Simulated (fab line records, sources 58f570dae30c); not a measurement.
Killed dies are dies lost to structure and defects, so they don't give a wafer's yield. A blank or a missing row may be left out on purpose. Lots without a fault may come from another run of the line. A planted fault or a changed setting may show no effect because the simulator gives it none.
Split-lot experiment | flow berkeley_cmos170 | 5 lots, 23 wafers read, on a route of 331 steps

THE SPLIT
At UCB170_CONTACT_ETCH_18 (etches PSG in CHF3/CF4/Ar, stops on TiSi2, target depth 840 nm, time 195 s), the setting time_s was moved away from the recipe's 195 s on 5 of the 23 wafers read, by -8.7% to +8.1%. The other wafers ran this setting at the recipe's value.

The reading is taken at the split's own step.

THE READING
KrF_of_CONTACT_COAT_10.thk_nm (the simulator's own value, which no gauge read), in nm, at UCB170_CONTACT_ETCH_18 (etches PSG in CHF3/CF4/Ar, stops on TiSi2, target depth 840 nm, time 195 s). The file gives no usual value for it. The 18 wafers here that ran the recipe average 692.9 nm, standard deviation 2.3 nm.

wafer  | tool, chamber at the split | time_s as run, s | against the recipe | KrF_of_CONTACT_COAT_10.thk_nm, nm | against lot-mates on the recipe
L074.1 | rie_diel-02, 1             | 195              | recipe             | 693.2                             | -
L074.2 | rie_diel-02, 3             | 195              | recipe             | 694.7                             | -
L074.4 | rie_diel-02, 0             | 195              | recipe             | 696.7                             | -
L074.5 | rie_diel-02, 1             | 195              | recipe             | 692.4                             | -
L074.6 | rie_diel-02, 2             | 195              | recipe             | 696                               | -
L077.1 | rie_diel-02, 3             | 195              | recipe             | 691                               | -
L077.2 | rie_diel-02, 2             | 195              | recipe             | 693.7                             | -
L077.4 | rie_diel-02, 0             | 195              | recipe             | 691.7                             | -
L077.5 | rie_diel-02, 0             | 195              | recipe             | 692.7                             | -
L077.6 | rie_diel-02, 1             | 195              | recipe             | 688.2                             | -
L079.2 | rie_diel-01, 1             | 195              | recipe             | 689.4                             | -
L079.5 | rie_diel-01, 2,3           | 195              | recipe             | 693.8                             | -
L079.6 | rie_diel-01, 2,3           | 195              | recipe             | 693.8                             | -
L083.1 | rie_diel-02, 0             | 195              | recipe             | 696.6                             | -
L083.2 | rie_diel-02, 3             | 210.8            | +8.1%              | 679.9                             | -15.1
L083.3 | rie_diel-02, 2             | 195              | recipe             | 693.4                             | -
L083.4 | rie_diel-02, 1             | 210.8            | +8.1%              | 681.6                             | -13.4
L083.5 | rie_diel-02, 0             | 210.8            | +8.1%              | 679.7                             | -15.3
L082.2 | rie_diel-02, 0             | 195              | recipe             | 689.7                             | -
L082.3 | rie_diel-02, 2             | 178              | -8.7%              | 711.3                             | +19.4
L082.4 | rie_diel-02, 3             | 195              | recipe             | 692.7                             | -
L082.5 | rie_diel-02, 1             | 178              | -8.7%              | 709.4                             | +17.5
L082.6 | rie_diel-02, 0             | 195              | recipe             | 693.2                             | -
Where a row lists several chambers, the file gives one row for several wafers and doesn't say which wafer went through which chamber.

THE FIT
A straight line over all 23 wafers: KrF_of_CONTACT_COAT_10.thk_nm changes by -1.75 nm for each +1% of time_s; r = -0.95; the points scatter about the line by 2.3 nm.
The same after taking each lot's own level away (the mean of its wafers on the recipe; 23 wafers): -1.95 nm for each +1%; r = -0.98; scatter 1.8 nm.
On that fit, the largest move of time_s shifts the reading by 17 nm.
The lots' own levels span 691.46 to 695.00 nm, that is 1.6 times the standard deviation above.
So the lot-to-lot level changes the slope: the two fits differ.
Check: with one of the wafers moved furthest among these (-8.7%) left out of the fit, the line predicts +16.4 nm for it against its lot-mates. It came out at +19.4 nm against them.

OTHER SPLITS ON THESE WAFERS
These wafers also went through other splits before the reading. Each is held against what the fit with the lots' levels taken away leaves over:
other split on the same wafers                 | wafers away from the commonest value | r with KrF_of_CONTACT_COAT_10.thk_nm (lot level and that fit taken away)
UCB170_PLDD_COAT_01 resist_thk_nm              | 10                                   | +0.03
UCB170_NLDD_IMPLANT_09 dose_cm2                | 8                                    | -0.03
UCB170_NSD_PEB_04 peb_temp_c                   | 9                                    | -0.25
UCB170_BACKSIDE_HMDS_00 prime_time_s           | 2                                    | -0.21
UCB170_SILICIDE_SPUTTER_01 chamber_pressure_pa | 18                                   | -0.03
UCB170_CONTACT_COAT_04 spin_rpm                | 8                                    | -0.01

THE FILE'S OWN FIT
KrF_of_CONTACT_COAT_10.thk_nm changes by -1.97 nm for each +1% of time_s, r = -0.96.
